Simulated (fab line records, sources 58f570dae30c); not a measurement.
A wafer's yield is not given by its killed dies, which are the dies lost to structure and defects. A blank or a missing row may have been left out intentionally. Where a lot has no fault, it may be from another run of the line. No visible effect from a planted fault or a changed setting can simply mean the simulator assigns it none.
A lot that was struck, set against a sound lot :: flow berkeleyCmos170 :: 14 steps out of a route of 331
Sound: wafers L771.1, L771.2, L771.6. Wafers struck: L764.2, L764.4, L764.5. The cause is given at the end.
Per side, at each step with rows, come the tool, then ch with its chambers, and then its first start. Under that, the readings that differ: sound wafers :: struck wafers :: difference of the means :: sigmas: that difference in standard deviations of wafers without a fault.
alike: same words and numbers on both sides, and readings whose means sit less than 2 such deviations apart. not compared: any withheld reading, any reading some wafer has no value for, any bound like >300 that may hide the same value, and any number with overlapping values for which the record gives no deviation.
Wherever a step has rows on one side only, a row that says differs or no value, or a row with sigmas, the two part there. Non-overlapping numbers with no deviation appear without sigmas and do not part them. A reading that every wafer of one side lacks parts them only if that side has two wafers or more.

UCB170_M1_CD_MEAS_90: the cd target is 700 nm.
  sound on cdSem-02 at day 10 22:55; struck on cdSem-02 at day 9 14:01
  alike: cdNm
then, 1 step without rows for these wafers: UCB170_M1_ANNEAL_14 (time 1200 s).
UCB170_V1_CVD_00: deposits SiO2 from TEOS/O2, target thk 2000 nm, time 250 s.
  sound on pecvd-01 ch 0,1, day 11 02:45; struck on pecvd-01 ch 0,1,2, day 9 19:55
  alike: heaterPowerW
UCB170_V1_THK_MEAS_01:
  sound on filmMetro-03 at day 11 02:55; struck on filmMetro-02 at day 9 20:05
  alike: V1_TEOS_THK
UCB170_V1_CMP_02: polishes SiO2.
  sound on cmp-02 ch 1,2,3, day 11 03:04; struck on cmp-02 ch 0,2,3, day 9 20:14
  alike: motorCurrentA
UCB170_V1_BOW_MEAS_03:
  sound on filmMetro-02 at day 11 03:16; struck on filmMetro-03 at day 9 20:28
  alike: V1_BOW
UCB170_V1_THK_MEAS_04:
  sound on filmMetro-02 at day 11 03:23; struck on filmMetro-03 at day 9 20:34
  alike: V1_POLISHED_THK
then, 5 steps without rows for these wafers: UCB170_V1_CLEAN_05 (cleans in DIW); UCB170_V1_HMDS_06 (prime time 60 s); UCB170_V1_COAT_07 (resist thk 900 nm); UCB170_V1_SOFTBAKE_08 (time 60 s); UCB170_V1_EXPOSE_09 (exposes mask VIA1, target cd 700 nm).
UCB170_V1_PEB_10:
  sound on lithoTrack-03 ch 0, day 11 06:25; struck on lithoTrack-03, day 9 21:31
  no value came back on the struck wafers for chillPlateTempC (C), exhaustPa (Pa); on the sound wafers chillPlateTempC (C) reads 23.05 23.01 23.14
then, 1 step without rows for these wafers: UCB170_V1_DEVELOP_11 (develop time 45 s).

WHERE THEY PART
Only at UCB170_V1_PEB_10, as far as this record shows.

WHY: what the simulator had put in
Beginning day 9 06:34, the whole step at UCB170_V1_PEB_10 was skipped on lithoTrack-03. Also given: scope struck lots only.
